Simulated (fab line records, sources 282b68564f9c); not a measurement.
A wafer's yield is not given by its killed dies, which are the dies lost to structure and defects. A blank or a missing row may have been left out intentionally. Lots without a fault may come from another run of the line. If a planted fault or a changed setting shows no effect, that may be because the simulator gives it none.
fab line records	flow rit-cmos
[record] lots = 6	wafers = 18	last-day = 8
route steps=202 shown PRETRO@69 GATE@75 FOX2@80 M1@202
lots with no fault: from the same line, run without faults
start-h: start of the lot's first displayed wafer, in hours after the record's first day	wait-h: how many hours have passed since the lot's step before this one	" the same as in the row above	L1.1+2: one row covering several wafers at once	- either no value or no given start	* or withheld: withheld	< > ~ a bound
route shown NAME@n: names a module that has steps shown in the file, with the first one's number in the route	usual: mean and standard deviation over wafers with no fault	same: alike in all rows	chamber/n: place in a boat	sites: each site's reading	_std_site: their standard deviation	_edge_site: the outer-site mean with the inner-site mean subtracted	radius-mm: for every site, how far away it sits from the centre of the wafer	mask NAME#n: copy n	behind: the last tool/chamber to shape the wafer	hold: why the lot was held/for how many hours/how that ended	device: which transistor (n, p or np) failed to switch	end of line: the same wafers' tests at the end of the route	where a step has no rows: the recipe by itself	killed: count of dies lost to structure and defects at first sort (not the wafer's yield)	map: a wafer's dies, x killed, . not, _ none there
set.NAME: the setting as run; set.NAME@STEP: as run at that earlier step	model.NAME: the simulator's own value behind a step, which no gauge read
a table for each step, a row for each wafer; lots at some steps of the route
services: a tool's chamber out of use, with start hour (start-h, from the record's first day; less than 0 if before it), hours out, and reason
[[steps]]
[step RIT_PRETRO_DEVELOP_05]
[recipe] resist = NOVOLAK	develop-time-s = 68	dev-temp-c = 23
[step RIT_PRETRO_OVL_MEAS_06]
[usual] PRETRO_OVL = -0.1/1.4
lot.wafer	tool	chamber	start-h	wait-h	PRETRO_OVL[nm]
L994.1	overlay-01	-	41.20	-	-0.5
L994.3	"	-	"	"	-2.9
L994.5	"	-	"	"	-1.5
L100.1	overlay-01	-	71.29	-	1.0
L100.5	"	-	"	"	1.3
L100.6	"	-	"	"	3.4
L103.2	overlay-01	-	85.52	-	-1.2
L103.4	"	-	"	"	-1.1
L103.5	"	-	"	"	-0.4
L102.1	overlay-02	-	85.76	-	-0.5
L102.2	"	-	"	"	-1.1
L102.5	"	-	"	"	-2.6
L113.3	overlay-01	-	133.72	-	-0.1
L113.4	"	-	"	"	1.5
L113.5	"	-	"	"	1.4
L116.3	overlay-01	-	151.72	-	-0.4
L116.4	"	-	"	"	-0.9
L116.5	"	-	"	"	0.6
[step RIT_PRETRO_HARDBAKE_07]
[recipe] resist = NOVOLAK	temp-c = 140	time-s = 120
[step RIT_PRETRO_IMPLANT_08]
[recipe] species = B	energy-kev = 45	dose-cm2 = 1.2e+13	tilt-deg = 7
[step RIT_PRETRO_STRIP_09]
[recipe] chemistry = O2	time-s = 180	resist = NOVOLAK	platen-temp-c = withheld	power-w = 500	pressure-mtorr = 4000	o2-flow-sccm = 4000
[usual] drypump-motor-current-A = 5.78/0.27
[same] time-s = 180
lot.wafer	tool	chamber	start-h	wait-h	drypump-motor-current-A	rf-hours-counter-h
L994.1	plasma-asher-02	0	41.63	0.1	6.17	40
L994.3	"	0	"	"	6.15	-
L994.5	"	1	"	"	5.91	-
L100.1	plasma-asher-04	0	71.73	0.1	5.42	41
L100.5	"	1	"	"	5.62	-
L100.6	"	0	"	"	5.42	-
L103.2	plasma-asher-01	1	85.95	0.1	5.57	43
L103.4	"	1	"	"	5.55	-
L103.5	"	1	"	"	5.57	-
L102.1	plasma-asher-02	1	86.44	0.1	5.89	45
L102.2	"	0	"	"	6.15	45
L102.5	"	1	"	"	5.89	-
L113.3	plasma-asher-04	0	134.20	0.1	5.43	-
L113.4	"	1	"	"	5.62	-
L113.5	"	0	"	"	5.44	-
L116.3	plasma-asher-04	1	152.20	0.1	5.62	-
L116.4	"	0	"	"	5.42	-
L116.5	"	0	"	"	5.43	-
[step RIT_PRETRO_TW_MEAS_10]
[usual] PRETRO_TW = 476/4.1
lot.wafer	tool	chamber	start-h	wait-h	PRETRO_TW
L994.1	film-metro-04	-	41.81	0.1	478
L994.3	"	-	"	"	479
L994.5	"	-	"	"	482
L100.1	film-metro-04	-	71.90	0.1	470
L100.5	"	-	"	"	472
L100.6	"	-	"	"	471
L103.2	film-metro-03	-	86.14	0.1	470
L103.4	"	-	"	"	470
L103.5	"	-	"	"	472
L102.1	film-metro-04	-	86.62	0.1	479
L102.2	"	-	"	"	480
L102.5	"	-	"	"	475
L113.3	film-metro-01	-	134.34	0.1	481
L113.4	"	-	"	"	481
L113.5	"	-	"	"	480
L116.3	film-metro-04	-	152.34	0.1	479
L116.4	"	-	"	"	481
L116.5	"	-	"	"	478
[step RIT_GATE_WET_ETCH_00]
[recipe] chemistry = BOE	target = SiO2	target-depth-nm = 56	time-s = 60	dry = n2-spin	dilution = 10:1	temp-c = 21.5
[step RIT_GATE_CLEAN_01]
[recipe] chemistry = SC1	mix = 3:3:50	time-s = 600	temp-c = 75
[step RIT_GATE_CLEAN_02]
[recipe] chemistry = dHF	dilution = 50:1	time-s = 30
[step RIT_GATE_CLEAN_03]
[recipe] chemistry = SC2	mix = 3:3:50	time-s = 600	temp-c = 75	dry = n2-spin
[step RIT_GATE_CLEAN_04]
[recipe] chemistry = dHF	dilution = 50:1	time-s = 60	dry = n2-spin
[step RIT_FOX2_THK_MEAS_91]
[recipe] reads = SiO2_of_FOX2_OXIDATION_00
[usual] FIELD_OXIDE_LEFT_2_THK = 251/5.8
lot.wafer	tool	chamber	start-h	wait-h	FIELD_OXIDE_LEFT_2_THK[nm]
L994.1	film-metro-02	-	42.30	0.0	255
L994.3	"	-	"	"	249
L994.5	"	-	"	"	253
L100.1	film-metro-03	-	72.41	0.0	241
L100.5	"	-	"	"	239
L100.6	"	-	"	"	240
L103.2	film-metro-02	-	86.61	0.0	249
L103.4	"	-	"	"	252
L103.5	"	-	"	"	248
L102.1	film-metro-03	-	87.24	0.0	255
L102.2	"	-	"	"	256
L102.5	"	-	"	"	250
L113.3	film-metro-03	-	134.88	0.0	247
L113.4	"	-	"	"	251
L113.5	"	-	"	"	251
L116.3	film-metro-03	-	153.03	0.0	258
L116.4	"	-	"	"	258
L116.5	"	-	"	"	251
[step RIT_GATE_OXIDATION_05]
[recipe] temp-c = 900	ambient = O2	target-thk-a = 30	ox-time-s = 270
[usual] spike-tc-centre-C = 901.6/1
lot.wafer	tool	chamber	start-h	wait-h	spike-tc-centre-C	model.SiO2_of_GATE_OXIDATION_05.thk-nm
L994.1	furnace-04	0	43.37	1.1	901.0	3.037
L994.3	"	0	"	"	901.5	2.975
L994.5	"	0	"	"	901.4	2.957
L100.1	furnace-04	0	73.35	0.9	898.9	2.684
L100.5	"	0	"	"	901.8	2.657
L100.6	"	0	"	"	901.6	2.622
L103.2	furnace-03	0	87.05	0.4	901.4	3.01
L103.4	"	0	"	"	901.5	3.052
L103.5	"	0	"	"	899.8	3.028
L102.1	furnace-04	0	89.92	2.7	901.7	2.683
L102.2	"	0	"	"	902.1	2.616
L102.5	"	0	"	"	903.4	2.664
L113.3	furnace-03	0	136.19	1.3	901.3	3.006
L113.4	"	0	"	"	901.5	2.975
L113.5	"	0	"	"	901.9	2.978
L116.3	furnace-01	0	154.47	1.4	903.0	3.059
L116.4	"	0	"	"	902.6	3.071
L116.5	"	0	"	"	900.5	3.042
[step RIT_GATE_ANNEAL_06]
[recipe] temp-c = 900	time-s = 600	ambient = N2O
[step RIT_GATE_THK_MEAS_07]
[recipe] reads = SiO2_of_GATE_OXIDATION_05
[usual] GATE_OXIDE_THK = 2.98/0.059
lot.wafer	tool	chamber	start-h	wait-h	GATE_OXIDE_THK[nm]
L994.1	film-metro-04	-	45.19	0.0	3.07
L994.3	"	-	"	"	2.96
L994.5	"	-	"	"	2.91
L100.1	film-metro-04	-	74.68	0.0	2.63
L100.5	"	-	"	"	2.66
L100.6	"	-	"	"	2.56
L103.2	film-metro-04	-	90.23	0.0	2.98
L103.4	"	-	"	"	3.05
L103.5	"	-	"	"	3.04
L102.1	film-metro-03	-	92.86	0.0	2.69
L102.2	"	-	"	"	2.67
L102.5	"	-	"	"	2.61
L113.3	film-metro-03	-	137.53	0.0	3.05
L113.4	"	-	"	"	2.99
L113.5	"	-	"	"	2.96
L116.3	film-metro-02	-	157.13	0.0	3.09
L116.4	"	-	"	"	3.04
L116.5	"	-	"	"	3.05
[step RIT_GATE_CVD_08]
[recipe] material = poly-Si	target-thk-nm = 250	temp-c = 610	precursor = SiH4	time-s = 2220	pressure-mtorr = 300	sih4-flow-sccm = 100
[step RIT_M1_PROBE_99]
[usual] killed-at-contacts = 0.1/0.32	killed-at-front-end = 6/3.1	killed-dies = 7/3.2	killed-open = 3.1/1.9	killed-short = 3.5/2.2
[same] gross-dies = 264	killed_at_M0_to_M3 = 0	killed_at_M4_up = 0	killed-at-back-side = 0	killed-at-other = 0
lot.wafer	tool	chamber	start-h	wait-h	killed-at-contacts	killed-at-front-end	killed-dies	killed-open	killed-short	model.etest.pmos_0p3.r-on-ohm-um	model.etest.pmos_0p15.r-on-ohm-um	model.etest.nmos_0p3.r-on-ohm-um	model.etest.nmos_0p15.drive-ua-um	model.etest.nmos-narrow.drive-ua-um	model.etest.nmos_0p3.drive-ua-um	model.etest.pmos_0p15.drive-ua-um	model.etest.pmos-turned.drive-ua-um
L994.1	prober-02	-	69.25	0.1	0	10	10	4	6	6272	2660	2117	501.9	226.5	228.9	268	190.9
L994.3	prober-02	-	69.35	0.2	0	6	6	3	3	6203	2666	2102	514.9	236.7	235.6	271.6	192.3
L994.5	prober-02	-	69.45	0.2	0	5	5	3	2	6066	2598	2045	515.3	234.1	238.4	273.9	195.6
L100.1	prober-01	-	98.20	0.1	0	8	8	3	5	5632	2534	2037	499.4	257.6	254.6	293.5	223.7
L100.5	prober-01	-	98.40	0.2	0	5	5	2	3	5565	2475	2024	514.9	261.6	258.5	298.3	227.3
L100.6	prober-01	-	98.45	0.2	1	3	4	1	3	5532	2469	1993	513.1	265.4	257.9	297.4	228.2
L103.2	prober-01	-	115.29	0.1	0	4	4	2	2	6233	2659	2142	487	225.6	225.7	264.6	198.4
L103.4	prober-01	-	115.39	0.2	0	8	8	3	5	6223	2648	2126	480.2	222.9	223.5	265.4	199.2
L103.5	prober-01	-	115.44	0.2	0	7	7	1	6	6237	2701	2140	479.5	225.1	223.9	263.8	198.3
L102.1	prober-02	-	117.31	0.1	0	3	3	2	1	5716	2673	2032	495.2	251.1	252	272.6	206.6
L102.2	prober-02	-	117.36	0.1	0	9	9	6	3	5720	2600	2008	519.1	261.6	261.4	284.3	207.4
L102.5	prober-02	-	117.51	0.2	0	4	4	0	4	5704	2589	2026	507.1	255.3	255.5	280.7	212.1
L113.3	prober-02	-	164.92	0.2	1	8	9	4	5	6325	2814	2134	461.1	225.8	229	250.4	192.7
L113.4	prober-02	-	164.97	0.2	1	9	10	3	7	6233	2673	2102	486.8	231.3	234	265.3	205.2
L113.5	prober-02	-	165.02	0.2	0	5	5	2	3	6262	2692	2104	485.1	233.1	233.3	260.3	199.2
L116.3	prober-02	-	182.31	0.2	0	5	5	2	3	6647	2992	2227	453.2	219.6	218.4	235.4	167.8
L116.4	prober-02	-	182.36	0.2	0	12	12	5	7	6678	2998	2232	448.2	219.3	216.9	234	168.9
L116.5	prober-02	-	182.41	0.2	0	4	4	1	2	6481	2879	2200	460.3	224.8	222	242.9	175.9
// killed by level:class
L994.1 FOX1:geometric-particle:short=2 REOX:geometric-particle:short=2 FOX2:geometric-particle:open=1 GATE:geometric-particle:short=1 GATE:geometric-particle:open=1 SPACER:geometric-particle:open=1 SILICIDE:geometric-particle:short=1 SILICIDE:geometric-particle:open=1
L994.3 FOX1:geometric-particle:open=2 SPACER:geometric-particle:short=2 FOX2:geometric-particle:open=1 FOX2:geometric-particle:short=1
L994.5 ACTIVE:geometric-particle:open=1 FOX2:geometric-particle:short=1 GATE:geometric-particle:open=1 SPACER:geometric-particle:short=1 SPACER:geometric-particle:open=1
L100.1 SILICIDE:geometric-particle:open=3 FOX1:geometric-particle:short=1 GATE:geometric-particle:short=1 REOX:geometric-particle:short=1 SPACER:geometric-particle:short=1 SILICIDE:geometric-particle:short=1
L100.5 GATE:geometric-particle:short=2 FOX1:geometric-particle:open=1 FOX1:geometric-particle:short=1 GATE:geometric-particle:open=1
L100.6 FOX1:geometric-particle:short=1 GATE:geometric-particle:open=1 SPACER:geometric-particle:short=1 CONTACT:geometric-particle:short=1
L103.2 FOX1:geometric-particle:open=2 FOX1:geometric-particle:short=1 SPACER:geometric-particle:short=1
L103.4 REOX:geometric-particle:short=2 SPACER:geometric-particle:open=2 GATE:geometric-particle:short=1 SPACER:geometric-particle:short=1 SILICIDE:geometric-particle:short=1 SILICIDE:geometric-particle:open=1
L103.5 FOX2:geometric-particle:short=2 GATE:geometric-particle:short=1 GATE:geometric-particle:open=1 REOX:geometric-particle:short=1 SPACER:geometric-particle:short=1 SILICIDE:geometric-particle:short=1
L102.1 GATE:geometric-particle:short=1 GATE:geometric-particle:open=1 SILICIDE:geometric-particle:open=1
L102.2 REOX:geometric-particle:open=3 GATE:geometric-particle:short=1 GATE:geometric-particle:open=1 REOX:geometric-particle:short=1 SPACER:geometric-particle:open=1 SPACER:geometric-particle:short=1 SILICIDE:geometric-particle:open=1
L102.5 REOX:geometric-particle:short=2 GATE:geometric-particle:short=1 SPACER:geometric-particle:short=1
L113.3 GATE:geometric-particle:short=4 FOX1:geometric-particle:open=1 GATE:geometric-particle:open=1 SPACER:geometric-particle:open=1 SPACER:geometric-particle:short=1 CONTACT:geometric-particle:open=1
L113.4 FOX1:geometric-particle:short=2 FOX2:geometric-particle:short=2 GATE:geometric-particle:short=2 GATE:geometric-particle:open=2 SPACER:geometric-particle:open=1 CONTACT:geometric-particle:short=1
L113.5 GATE:geometric-particle:short=3 GATE:geometric-particle:open=1 SPACER:geometric-particle:open=1
L116.3 GATE:geometric-particle:open=2 GATE:geometric-particle:short=1 SPACER:geometric-particle:short=1 SILICIDE:geometric-particle:short=1
L116.4 GATE:geometric-particle:open=4 GATE:geometric-particle:short=3 FOX2:geometric-particle:short=2 FOX1:geometric-particle:short=1 REOX:geometric-particle:short=1 SPACER:geometric-particle:open=1
L116.5 SPACER:geometric-particle:short=2 SPACER:geometric-particle:open=1 NLDD:coat-microbubble-printed=1
[[services]]
tool	chamber	start-h	hours	kind
furnace-03	-	21.02	3.6	pm
furnace-01	-	27.24	2.7	pm
plasma-asher-01	-	43.43	1.2	repair
plasma-asher-04	-	49.04	2.8	pm
plasma-asher-04	-	85.90	2.0	repair
plasma-asher-04	-	89.52	2.1	repair
plasma-asher-01	-	108.75	9.0	pm
plasma-asher-01	0	108.75	9.0	vent-cycle
plasma-asher-01	1	108.75	9.0	vent-cycle
plasma-asher-01	0	117.75	-	clean
plasma-asher-01	1	117.75	-	clean
furnace-04	-	124.44	4.2	pm
furnace-04	-	136.92	18.3	pm
[[key]]
[first-sign] step = RIT_GATE_THK_MEAS_07	reading = GATE_OXIDE_THK	direction = down	sigmas = 5.7	usual = 2.98	struck = 2.64
effect none on later readings
[model-effect] step = RIT_GATE_OXIDATION_05	value = SiO2_of_GATE_OXIDATION_05.thk-nm	without = 2.944	struck = 2.654
[model-effect] step = RIT_M1_PROBE_99	value = etest.pmos_0p3.r-on-ohm-um	without = 6123	struck = 5645
met-at RIT_GATE_OXIDATION_05
struck-wafers L100.1,L100.5,L100.6,L102.1,L102.2,L102.5
tester-left-out L100,L102
onset-between 43.37 73.35
[fault] kind = process-parameter-drift	tool = furnace-04	chamber = -	onset-h = 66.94	steps = RIT_GATE_OXIDATION_05	channel = ox-time-s	offset = *	shape = step	end-h = 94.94	acts-in = *	stated = *
// tester-left-out: of these lots the tester's yield and bins aren't shown, on N5 and GAA mostly nor the transistor test; their killed dies are dies lost to structure and defects alone, not to doping, threshold or leakage, so they don't give the yield
